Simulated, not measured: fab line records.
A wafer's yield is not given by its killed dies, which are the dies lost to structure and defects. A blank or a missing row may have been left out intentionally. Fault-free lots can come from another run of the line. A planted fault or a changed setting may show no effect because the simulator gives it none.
fab line records ; flow rit-cmos
record lots=6; wafers=18; last-day=7
route steps=202 shown PRETRO@69 GATE@75 FOX2@80 M1@202
lots that met no fault: from a run of the same line without faults
start-h: hours from the record's opening day to when the first of the lot's shown wafers began ; wait-h: hours since the lot's step before ; " identical to the entry in the row above ; L1.1+2: several wafers, shown together as one row ; - value missing, or start not given ; * or withheld: withheld ; < > ~ a bound
route shown NAME@n: a module of which the file shows steps, and the number in the route of the first ; usual: the fault-free wafers' mean and standard deviation ; same: alike in all rows ; chamber/n: place in a boat ; sites: per-site readings ; _std_site: how widely they spread, as a standard deviation ; _edge_site: inner sites' mean taken away from outer sites' mean ; radius-mm: for every site, how far away it sits from the centre of the wafer ; mask NAME#n: copy n ; behind: the last tool/chamber to shape the wafer ; hold: why the lot was held/for how many hours/how that ended ; device: whichever transistor did not switch (one of n, p or np) ; end of line: at the end of the route, the tests of the same wafers ; a step with no rows: only its recipe ; killed: at the first sort, the dies lost to defects and structure; wafer yield is something else ; map: the dies of a wafer, with x for killed, . for not killed, _ for no die there
set.NAME: the setting as run; set.NAME@STEP: as run at that earlier step ; model.NAME: the simulator's own value behind a step, which no gauge read
a table for each step, a row for each wafer; lots at some steps of the route
services: a tool's chamber out of use, with start hour (start-h, from the record's first day; less than 0 if before it), hours out, and reason
## steps
# step RIT_PRETRO_DEVELOP_05
# recipe resist=NOVOLAK; develop-time-s=68; dev-temp-c=23
# step RIT_PRETRO_OVL_MEAS_06
# usual PRETRO_OVL=1.3/1.5
lot.wafer;tool;chamber;start-h;wait-h;PRETRO_OVL[nm]
L548.1;overlay-01;-;89.95;-;0.3
L548.2;overlay-01;-;89.95;-;3.2
L548.4;overlay-01;-;89.95;-;0.5
L550.1;overlay-02;-;97.72;-;-1.7
L550.2;overlay-02;-;97.72;-;0.0
L550.3;overlay-02;-;97.72;-;-0.1
L552.1;overlay-01;-;110.61;-;4.0
L552.4;overlay-01;-;110.61;-;4.1
L552.6;overlay-01;-;110.61;-;3.7
L553.1;overlay-01;-;112.37;-;0.4
L553.4;overlay-01;-;112.37;-;1.7
L553.6;overlay-01;-;112.37;-;1.7
L559.2;overlay-01;-;143.01;-;0.3
L559.4;overlay-01;-;143.01;-;0.1
L559.5;overlay-01;-;143.01;-;-1.3
L560.1;overlay-01;-;146.13;-;-1.5
L560.3;overlay-01;-;146.13;-;2.6
L560.6;overlay-01;-;146.13;-;1.2
# step RIT_PRETRO_HARDBAKE_07
# recipe resist=NOVOLAK; temp-c=140; time-s=120
# step RIT_PRETRO_IMPLANT_08
# recipe species=B; energy-kev=45; dose-cm2=1.2e+13; tilt-deg=7
# step RIT_PRETRO_STRIP_09
# recipe chemistry=O2; time-s=180; resist=NOVOLAK; platen-temp-c=withheld; power-w=500; pressure-mtorr=4000; o2-flow-sccm=4000
# usual drypump-motor-current-A=5.95/0.2
lot.wafer;tool;chamber;start-h;wait-h;drypump-motor-current-A;rf-hours-counter-h
L548.1;plasma-asher-02;0;90.38;0.1;5.69;45
L548.2;plasma-asher-02;1;90.38;0.1;5.90;45
L548.4;plasma-asher-02;0;90.38;0.1;5.70;-
L550.1;plasma-asher-01;1;98.16;0.1;5.77;45
L550.2;plasma-asher-01;0;98.16;0.1;5.81;45
L550.3;plasma-asher-01;0;98.16;0.1;5.78;-
L552.1;plasma-asher-04;1;111.05;0.1;6.18;31
L552.4;plasma-asher-04;0;111.05;0.1;6.17;-
L552.6;plasma-asher-04;0;111.05;0.1;6.17;-
L553.1;plasma-asher-01;0;112.81;0.1;5.82;47
L553.4;plasma-asher-01;1;112.81;0.1;5.77;-
L553.6;plasma-asher-01;0;112.81;0.1;5.82;-
L559.2;plasma-asher-01;0;143.44;0.1;5.82;51
L559.4;plasma-asher-01;1;143.44;0.1;5.77;-
L559.5;plasma-asher-01;0;143.44;0.1;5.84;-
L560.1;plasma-asher-04;1;146.64;0.1;6.22;35
L560.3;plasma-asher-04;1;146.64;0.1;6.18;-
L560.6;plasma-asher-04;1;146.64;0.1;6.18;-
# step RIT_PRETRO_TW_MEAS_10
# usual PRETRO_TW=475/4.4
lot.wafer;tool;chamber;start-h;wait-h;PRETRO_TW
L548.1;film-metro-02;-;90.56;0.1;472
L548.2;film-metro-02;-;90.56;0.1;471
L548.4;film-metro-02;-;90.56;0.1;472
L550.1;film-metro-01;-;98.33;0.1;478
L550.2;film-metro-01;-;98.33;0.1;478
L550.3;film-metro-01;-;98.33;0.1;479
L552.1;film-metro-02;-;111.22;0.1;469
L552.4;film-metro-02;-;111.22;0.1;471
L552.6;film-metro-02;-;111.22;0.1;471
L553.1;film-metro-01;-;112.98;0.1;478
L553.4;film-metro-01;-;112.98;0.1;478
L553.6;film-metro-01;-;112.98;0.1;479
L559.2;film-metro-01;-;143.63;0.1;478
L559.4;film-metro-01;-;143.63;0.1;478
L559.5;film-metro-01;-;143.63;0.1;480
L560.1;film-metro-01;-;146.82;0.1;478
L560.3;film-metro-01;-;146.82;0.1;478
L560.6;film-metro-01;-;146.82;0.1;478
# step RIT_GATE_WET_ETCH_00
# recipe chemistry=BOE; target=SiO2; target-depth-nm=56; time-s=60; dry=n2-spin; dilution=10:1; temp-c=21.5
# step RIT_GATE_CLEAN_01
# recipe chemistry=SC1; mix=3:3:50; time-s=600; temp-c=75
# step RIT_GATE_CLEAN_02
# recipe chemistry=dHF; dilution=50:1; time-s=30
# step RIT_GATE_CLEAN_03
# recipe chemistry=SC2; mix=3:3:50; time-s=600; temp-c=75; dry=n2-spin
# step RIT_GATE_CLEAN_04
# recipe chemistry=dHF; dilution=50:1; time-s=60; dry=n2-spin
# step RIT_FOX2_THK_MEAS_91
# recipe reads=SiO2_of_FOX2_OXIDATION_00
# usual FIELD_OXIDE_LEFT_2_THK=258/6.7
lot.wafer;tool;chamber;start-h;wait-h;FIELD_OXIDE_LEFT_2_THK[nm]
L548.1;film-metro-01;-;91.04;0.0;262
L548.2;film-metro-01;-;91.04;0.0;261
L548.4;film-metro-01;-;91.04;0.0;263
L550.1;film-metro-01;-;98.81;0.0;259
L550.2;film-metro-01;-;98.81;0.0;256
L550.3;film-metro-01;-;98.81;0.0;257
L552.1;film-metro-04;-;111.70;0.0;268
L552.4;film-metro-04;-;111.70;0.0;261
L552.6;film-metro-04;-;111.70;0.0;263
L553.1;film-metro-01;-;113.47;0.0;258
L553.4;film-metro-01;-;113.47;0.0;259
L553.6;film-metro-01;-;113.47;0.0;255
L559.2;film-metro-04;-;144.12;0.0;250
L559.4;film-metro-04;-;144.12;0.0;250
L559.5;film-metro-04;-;144.12;0.0;252
L560.1;film-metro-01;-;147.32;0.0;254
L560.3;film-metro-01;-;147.32;0.0;251
L560.6;film-metro-01;-;147.32;0.0;255
# step RIT_GATE_OXIDATION_05
# recipe temp-c=900; ambient=O2; target-thk-a=30; ox-time-s=270
# usual spike-tc-centre-C=901.9/1.7; spike-tc-load-C=926.6/1.7; spike-tc-source-C=923.3/1.2; tube-center-temp-C=900/0.087; tube_center_temp_C_max=902.3/0.36; zone-power-centre-pct=39/3; zone-power-load-pct=26.5/1.3
lot.wafer;tool;chamber;start-h;wait-h;spike-tc-centre-C;spike-tc-load-C;spike-tc-source-C;tube-center-temp-C;tube_center_temp_C_max;zone-power-centre-pct;zone-power-load-pct;model.SiO2_of_GATE_OXIDATION_05.thk-nm
L548.1;furnace-03;0;92.95;1.9;900.6;923.2;922.3;899.94;902.1;44;27.0;3.059
L548.2;furnace-03;0;92.95;1.9;901.9;925.6;926.4;899.98;902.2;43;27.2;2.991
L548.4;furnace-03;0;92.95;1.9;902.1;925.0;923.9;899.9;902.4;43;27.2;3.077
L550.1;furnace-01;0;100.09;1.3;900.6;926.7;922.8;900;902.2;36;24.7;3.006
L550.2;furnace-01;0;100.09;1.3;900.5;930.6;921.9;900.11;901.9;36;25.0;2.987
L550.3;furnace-01;0;100.09;1.3;900.3;927.6;923.4;900.01;902.5;35;25.0;2.981
L552.1;furnace-01;0;111.93;0.2;883.6;911.0;907.0;884.21;886.3;35;24.4;2.491
L552.4;furnace-01;0;111.93;0.2;885.1;911.1;907.4;884.01;885.9;35;24.2;2.486
L552.6;furnace-01;0;111.93;0.2;884.5;911.9;906.4;884.01;887.0;35;23.8;2.492
L553.1;furnace-01;0;113.53;0.1;884.8;912.9;906.0;884;886.1;35;23.9;2.47
L553.4;furnace-01;0;113.53;0.1;885.5;913.1;908.1;884.02;886.4;35;23.9;2.483
L553.6;furnace-01;0;113.53;0.1;885.4;912.7;907.8;884.04;886.3;35;24.2;2.479
L559.2;furnace-03;0;144.17;0.0;900.4;926.0;923.1;899.97;902.3;43;27.1;2.965
L559.4;furnace-03;0;144.17;0.0;900.7;923.5;923.8;900.04;902.3;44;27.4;2.997
L559.5;furnace-03;0;144.17;0.0;899.4;923.1;923.9;899.9;902.0;43;27.0;3
L560.1;furnace-03;0;147.54;0.2;902.1;923.1;923.4;900.03;902.3;43;27.1;3.051
L560.3;furnace-03;0;147.54;0.2;901.8;923.6;924.2;900.06;902.3;44;27.4;3.009
L560.6;furnace-03;0;147.54;0.2;901.2;923.6;924.9;900.05;902.2;43;27.3;3.049
# step RIT_GATE_ANNEAL_06
# recipe temp-c=900; time-s=600; ambient=N2O
# step RIT_GATE_THK_MEAS_07
# recipe reads=SiO2_of_GATE_OXIDATION_05
# usual GATE_OXIDE_THK=3.03/0.059
lot.wafer;tool;chamber;start-h;wait-h;GATE_OXIDE_THK[nm]
L548.1;film-metro-02;-;94.90;0.0;3.04
L548.2;film-metro-02;-;94.90;0.0;2.98
L548.4;film-metro-02;-;94.90;0.0;3.03
L550.1;film-metro-01;-;102.73;0.0;3.05
L550.2;film-metro-01;-;102.73;0.0;2.96
L550.3;film-metro-01;-;102.73;0.0;2.97
L552.1;film-metro-02;-;113.25;0.0;2.47
L552.4;film-metro-02;-;113.25;0.0;2.50
L552.6;film-metro-02;-;113.25;0.0;2.53
L553.1;film-metro-01;-;114.85;0.0;2.46
L553.4;film-metro-01;-;114.85;0.0;2.47
L553.6;film-metro-01;-;114.85;0.0;2.38
L559.2;film-metro-01;-;145.51;0.0;3.01
L559.4;film-metro-01;-;145.51;0.0;3.03
L559.5;film-metro-01;-;145.51;0.0;3.02
L560.1;film-metro-02;-;149.78;0.0;3.03
L560.3;film-metro-02;-;149.78;0.0;3.02
L560.6;film-metro-02;-;149.78;0.0;3.05
# step RIT_GATE_CVD_08
# recipe material=poly-Si; target-thk-nm=250; temp-c=610; precursor=SiH4; time-s=2220; pressure-mtorr=300; sih4-flow-sccm=100
# step RIT_M1_PROBE_99
# usual killed-at-contacts=0.1/0.36; killed-at-front-end=7/3.1; killed-dies=7/3.1; killed-open=3.6/2.1; killed-short=3.2/1.9
# same gross-dies=264; killed_at_M0_to_M3=0; killed_at_M4_up=0; killed-at-back-side=0; killed-at-other=0
lot.wafer;tool;chamber;start-h;wait-h;killed-at-contacts;killed-at-front-end;killed-dies;killed-open;killed-short;model.etest.pmos_0p3.r-on-ohm-um;model.etest.pmos-turned.r-on-ohm-um;model.etest.pmos_0p15.r-on-ohm-um;model.etest.nmos_0p3.r-on-ohm-um;model.etest.nmos_0p15.drive-ua-um;model.etest.nmos_0p15.r-on-ohm-um;model.etest.nmos-narrow.drive-ua-um;model.etest.nmos_0p3.drive-ua-um
L548.1;prober-02;-;117.88;0.1;0;5;5;3;2;6393;3440;2737;2181;485.1;1122;218.3;224.2
L548.2;prober-02;-;117.93;0.1;0;6;6;2;4;6357;3401;2737;2143;484.3;1103;222;230.1
L548.4;prober-02;-;118.03;0.2;0;4;4;4;0;6510;3491;2768;2168;482.2;1108;218.9;225.5
L550.1;prober-02;-;127.01;0.1;0;5;5;1;4;6230;3386;2708;2145;481.6;1114;235.4;231.2
L550.2;prober-02;-;127.06;0.1;0;4;4;4;0;6158;3416;2682;2096;477;1100;230.9;229.2
L550.3;prober-02;-;127.11;0.2;1;7;8;5;3;6214;3509;2783;2139;458.2;1161;232.6;228.6
L552.1;prober-02;-;137.47;0.1;0;7;7;4;3;5358;3073;2444;1926;553.2;1055;278.2;280.6
L552.4;prober-02;-;137.62;0.2;0;2;2;1;1;5414;3109;2469;1928;541.8;1046;280;278.6
L552.6;prober-02;-;137.72;0.2;0;5;5;0;5;5479;3164;2549;2000;538.8;1121;275.9;278.1
L553.1;prober-01;-;139.96;0.1;0;4;4;2;2;5372;3095;2473;1941;543.7;1072;279.2;277.7
L553.4;prober-01;-;140.11;0.2;0;10;10;7;3;5444;3143;2540;1992;540.1;1110;280.8;276
L553.6;prober-01;-;140.21;0.2;0;6;6;4;2;5387;3156;2526;1964;538.3;1102;281.7;278.2
L559.2;prober-01;-;168.83;0.1;0;8;8;3;5;6036;3298;2660;2079;482.6;1112;236.1;235.8
L559.4;prober-01;-;168.93;0.2;0;9;9;6;3;6163;3371;2690;2131;482.5;1131;236.9;232.6
L559.5;prober-01;-;168.98;0.2;0;7;7;5;2;6166;3324;2670;2144;482;1135;235.5;231.7
L560.1;prober-02;-;173.82;0.1;0;15;15;9;6;6422;3521;2874;2129;471.1;1135;235.1;229.6
L560.3;prober-02;-;173.92;0.2;0;3;3;2;1;6248;3428;2830;2094;477;1115;240.6;235.1
L560.6;prober-02;-;174.07;0.2;0;2;2;1;1;6314;3518;2899;2128;465.5;1142;235.9;229.1
# killed by level:class
L548.1 GATE:geometric-particle:open=2 FOX1:geometric-particle:open=1 GATE:geometric-particle:short=1 SPACER:geometric-particle:short=1
L548.2 SILICIDE:geometric-particle:short=2 FOX1:geometric-particle:short=1 REOX:geometric-particle:short=1 REOX:geometric-particle:open=1 SPACER:geometric-particle:open=1
L548.4 GATE:geometric-particle:open=1 REOX:geometric-particle:open=1 SPACER:geometric-particle:open=1 SILICIDE:geometric-particle:open=1
L550.1 FOX1:geometric-particle:open=1 FOX1:geometric-particle:short=1 FOX2:geometric-particle:short=1 REOX:geometric-particle:short=1 SILICIDE:geometric-particle:short=1
L550.2 SPACER:geometric-particle:open=2 REOX:geometric-particle:open=1 SILICIDE:geometric-particle:open=1
L550.3 GATE:geometric-particle:open=3 GATE:geometric-particle:short=2 FOX2:geometric-particle:open=1 SPACER:geometric-particle:open=1 CONTACT:geometric-particle:short=1
L552.1 GATE:geometric-particle:open=3 GATE:geometric-particle:short=2 SPACER:geometric-particle:open=1 SILICIDE:geometric-particle:short=1
L552.4 GATE:geometric-particle:short=1 SPACER:geometric-particle:open=1
L552.6 FOX1:geometric-particle:short=2 GATE:geometric-particle:short=1 REOX:geometric-particle:short=1 SPACER:geometric-particle:short=1
L553.1 GATE:geometric-particle:open=1 GATE:geometric-particle:short=1 SPACER:geometric-particle:short=1 SPACER:geometric-particle:open=1
L553.4 GATE:geometric-particle:open=3 SPACER:geometric-particle:open=2 SPACER:geometric-particle:short=2 FOX1:geometric-particle:open=1 REOX:geometric-particle:short=1 REOX:geometric-particle:open=1
L553.6 SILICIDE:geometric-particle:open=2 FOX1:geometric-particle:open=1 FOX2:geometric-particle:short=1 GATE:geometric-particle:open=1 GATE:geometric-particle:short=1
L559.2 GATE:geometric-particle:short=4 FOX1:geometric-particle:open=1 FOX2:geometric-particle:short=1 GATE:geometric-particle:open=1 REOX:geometric-particle:open=1
L559.4 GATE:geometric-particle:open=4 GATE:geometric-particle:short=3 SPACER:geometric-particle:open=1 SILICIDE:geometric-particle:open=1
L559.5 REOX:geometric-particle:open=3 GATE:geometric-particle:short=2 GATE:geometric-particle:open=2
L560.1 GATE:geometric-particle:open=4 FOX2:geometric-particle:open=3 GATE:geometric-particle:short=3 SILICIDE:geometric-particle:short=2 FOX2:geometric-particle:short=1 REOX:geometric-particle:open=1 SPACER:geometric-particle:open=1
L560.3 FOX2:geometric-particle:open=1 GATE:geometric-particle:short=1 SPACER:geometric-particle:open=1
L560.6 GATE:geometric-particle:short=1 GATE:geometric-particle:open=1
## services
tool;chamber;start-h;hours;kind
plasma-asher-04;-;105.75;0.9;repair
plasma-asher-02;-;108.75;9.0;pm
plasma-asher-02;0;108.75;9.0;vent-cycle
plasma-asher-02;1;108.75;9.0;vent-cycle
plasma-asher-02;0;117.75;-;clean
plasma-asher-02;1;117.75;-;clean
## key
first-sign step=RIT_GATE_OXIDATION_05; reading=tube-center-temp-C; direction=down; sigmas=99+; usual=*; struck=*
effect step=RIT_GATE_OXIDATION_05; reading=tube_center_temp_C_max; direction=down; sigmas=45; usual=*; struck=*
effect step=RIT_GATE_THK_MEAS_07; reading=GATE_OXIDE_THK; direction=down; sigmas=9.6; usual=3.03; struck=2.47
model-effect step=RIT_GATE_OXIDATION_05; value=SiO2_of_GATE_OXIDATION_05.thk-nm; without=3.03; struck=2.483
model-effect step=RIT_M1_PROBE_99; value=etest.pmos_0p3.r-on-ohm-um; without=6311; struck=5409
met-at RIT_GATE_OXIDATION_05
struck-wafers L552.1,L552.4,L552.6,L553.1,L553.4,L553.6
tester-left-out L552,L553
onset-between 100.09 111.93
fault kind=process-parameter-drift; tool=furnace-01; chamber=-; onset-h=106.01; steps=RIT_GATE_OXIDATION_05; channel=temp-c; offset=*; shape=step; end-h=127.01; acts-in=*; stated=*
# tester-left-out: of these lots the tester's yield and bins aren't shown, on N5 and GAA mostly nor the transistor test; their killed dies are dies lost to structure and defects alone, not to doping, threshold or leakage, so they don't give the yield
